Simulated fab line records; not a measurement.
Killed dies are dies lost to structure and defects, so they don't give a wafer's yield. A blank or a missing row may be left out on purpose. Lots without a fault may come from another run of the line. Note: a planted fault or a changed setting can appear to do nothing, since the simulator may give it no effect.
Split-lot study / flow berkeley_cmos170 / on a route of 331 steps: 5 lots, 23 wafers read

== THE SPLIT ITSELF ==
At UCB170_M2_COAT_05 (resist thk 900 nm), the setting spin_rpm was moved away from the recipe's 1500 rpm on 7 of the 23 wafers read, by -6.9% to +6.7%. All remaining wafers had this setting at the recipe value.

The reading comes from the split's own step.

== THE READING ==
KrF_of_M2_COAT_05.thk_nm (the simulator's own value, which no gauge read), in nm, at UCB170_M2_COAT_05 (resist thk 900 nm). There is no usual value for it anywhere in the file. Average 901.6 nm, standard deviation 2.1 nm, over the 16 wafers here run with the recipe.

wafer=L074.2; tool, chamber at the split=litho_track-04, 0; spin_rpm as run, rpm=1500; against the recipe=recipe; KrF_of_M2_COAT_05.thk_nm, nm=903.2; against lot-mates on the recipe=-
wafer=L074.3; tool, chamber at the split=litho_track-04, 0; spin_rpm as run, rpm=1500; against the recipe=recipe; KrF_of_M2_COAT_05.thk_nm, nm=903.9; against lot-mates on the recipe=-
wafer=L074.4; tool, chamber at the split=litho_track-04, 0; spin_rpm as run, rpm=1500; against the recipe=recipe; KrF_of_M2_COAT_05.thk_nm, nm=904.3; against lot-mates on the recipe=-
wafer=L077.1; tool, chamber at the split=litho_track-03, 0; spin_rpm as run, rpm=1397; against the recipe=-6.9%; KrF_of_M2_COAT_05.thk_nm, nm=935.1; against lot-mates on the recipe=+33.3
wafer=L077.2; tool, chamber at the split=litho_track-03, 0; spin_rpm as run, rpm=1397; against the recipe=-6.9%; KrF_of_M2_COAT_05.thk_nm, nm=934.9; against lot-mates on the recipe=+33.1
wafer=L077.3; tool, chamber at the split=litho_track-03, 0; spin_rpm as run, rpm=1397; against the recipe=-6.9%; KrF_of_M2_COAT_05.thk_nm, nm=937; against lot-mates on the recipe=+35.2
wafer=L077.5; tool, chamber at the split=litho_track-03, 0; spin_rpm as run, rpm=1500; against the recipe=recipe; KrF_of_M2_COAT_05.thk_nm, nm=900.5; against lot-mates on the recipe=-
wafer=L077.6; tool, chamber at the split=litho_track-03, 0; spin_rpm as run, rpm=1500; against the recipe=recipe; KrF_of_M2_COAT_05.thk_nm, nm=903.1; against lot-mates on the recipe=-
wafer=L079.1; tool, chamber at the split=litho_track-03, 0; spin_rpm as run, rpm=1500; against the recipe=recipe; KrF_of_M2_COAT_05.thk_nm, nm=901.5; against lot-mates on the recipe=-
wafer=L079.2; tool, chamber at the split=litho_track-03, 0; spin_rpm as run, rpm=1500; against the recipe=recipe; KrF_of_M2_COAT_05.thk_nm, nm=903.1; against lot-mates on the recipe=-
wafer=L079.3; tool, chamber at the split=litho_track-03, 0; spin_rpm as run, rpm=1500; against the recipe=recipe; KrF_of_M2_COAT_05.thk_nm, nm=902.5; against lot-mates on the recipe=-
wafer=L079.4; tool, chamber at the split=litho_track-03, 0; spin_rpm as run, rpm=1500; against the recipe=recipe; KrF_of_M2_COAT_05.thk_nm, nm=902.5; against lot-mates on the recipe=-
wafer=L079.5; tool, chamber at the split=litho_track-03, 0; spin_rpm as run, rpm=1500; against the recipe=recipe; KrF_of_M2_COAT_05.thk_nm, nm=900.7; against lot-mates on the recipe=-
wafer=L083.1; tool, chamber at the split=litho_track-04, 0; spin_rpm as run, rpm=1500; against the recipe=recipe; KrF_of_M2_COAT_05.thk_nm, nm=898.5; against lot-mates on the recipe=-
wafer=L083.2; tool, chamber at the split=litho_track-04, 0; spin_rpm as run, rpm=1600; against the recipe=+6.7%; KrF_of_M2_COAT_05.thk_nm, nm=872.2; against lot-mates on the recipe=-25.7
wafer=L083.4; tool, chamber at the split=litho_track-04, 0; spin_rpm as run, rpm=1500; against the recipe=recipe; KrF_of_M2_COAT_05.thk_nm, nm=897.2; against lot-mates on the recipe=-
wafer=L083.5; tool, chamber at the split=litho_track-04, 0; spin_rpm as run, rpm=1500; against the recipe=recipe; KrF_of_M2_COAT_05.thk_nm, nm=898.1; against lot-mates on the recipe=-
wafer=L083.6; tool, chamber at the split=litho_track-04, 0; spin_rpm as run, rpm=1600; against the recipe=+6.7%; KrF_of_M2_COAT_05.thk_nm, nm=869.7; against lot-mates on the recipe=-28.2
wafer=L085.1; tool, chamber at the split=litho_track-01, 0; spin_rpm as run, rpm=1500; against the recipe=recipe; KrF_of_M2_COAT_05.thk_nm, nm=900.9; against lot-mates on the recipe=-
wafer=L085.2; tool, chamber at the split=litho_track-01, 0; spin_rpm as run, rpm=1562; against the recipe=+4.1%; KrF_of_M2_COAT_05.thk_nm, nm=884.9; against lot-mates on the recipe=-17.4
wafer=L085.3; tool, chamber at the split=litho_track-01, 0; spin_rpm as run, rpm=1500; against the recipe=recipe; KrF_of_M2_COAT_05.thk_nm, nm=902.5; against lot-mates on the recipe=-
wafer=L085.4; tool, chamber at the split=litho_track-01, 0; spin_rpm as run, rpm=1500; against the recipe=recipe; KrF_of_M2_COAT_05.thk_nm, nm=903.4; against lot-mates on the recipe=-
wafer=L085.5; tool, chamber at the split=litho_track-01, 0; spin_rpm as run, rpm=1562; against the recipe=+4.1%; KrF_of_M2_COAT_05.thk_nm, nm=886.9; against lot-mates on the recipe=-15.4

THE FIT
A straight line over all 23 wafers: KrF_of_M2_COAT_05.thk_nm changes by -4.69 nm for each +1% of spin_rpm; r = -0.99; the points scatter about the line by 2.2 nm.
The same after taking each lot's own level away (the mean of its wafers on the recipe; 23 wafers): -4.51 nm for each +1%; r = -0.99; scatter 1.7 nm.
The reading moves by 31 nm for the largest change in spin_rpm, on that fit.
The span of the lots' own levels, 897.93 to 903.80 nm, comes to 2.8 times the standard deviation stated above.
Hence the lot-to-lot level has little effect on the slope; both slopes agree.
Check: +31.4 nm against its lot-mates is what the line predicts for one of the wafers moved furthest among these (-6.9%) when that wafer is left out of the fit. Against them it came out at +33.3 nm.

== OTHER SPLITS APPLIED TO THESE WAFERS ==
These wafers also went through other splits before the reading. Each is held against what the fit with the lots' levels taken away leaves over:
other split on the same wafers=UCB170_V1_EXPOSE_09 dose_mj; wafers away from the commonest value=7; r with KrF_of_M2_COAT_05.thk_nm (lot level and that fit taken away)=-0.09

== THE WHOLE CHAIN: every reading that the file lists as answering this split, in the file's order ==
step=UCB170_M2_COAT_05; what it does=resist thk 900 nm; reading=KrF_of_M2_COAT_05.thk_nm (the simulator's own value, which no gauge read); change (the file's fit)=-4.42 nm for each +1% of the setting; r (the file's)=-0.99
step=UCB170_M2_STRIP_07; what it does=strips in O2; reading=strip_time_to_endpoint_s; change (the file's fit)=withheld for each +1% of the setting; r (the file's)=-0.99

== THE FILE'S OWN FIT ==
KrF_of_M2_COAT_05.thk_nm changes by -4.42 nm for each +1% of spin_rpm, r = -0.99.
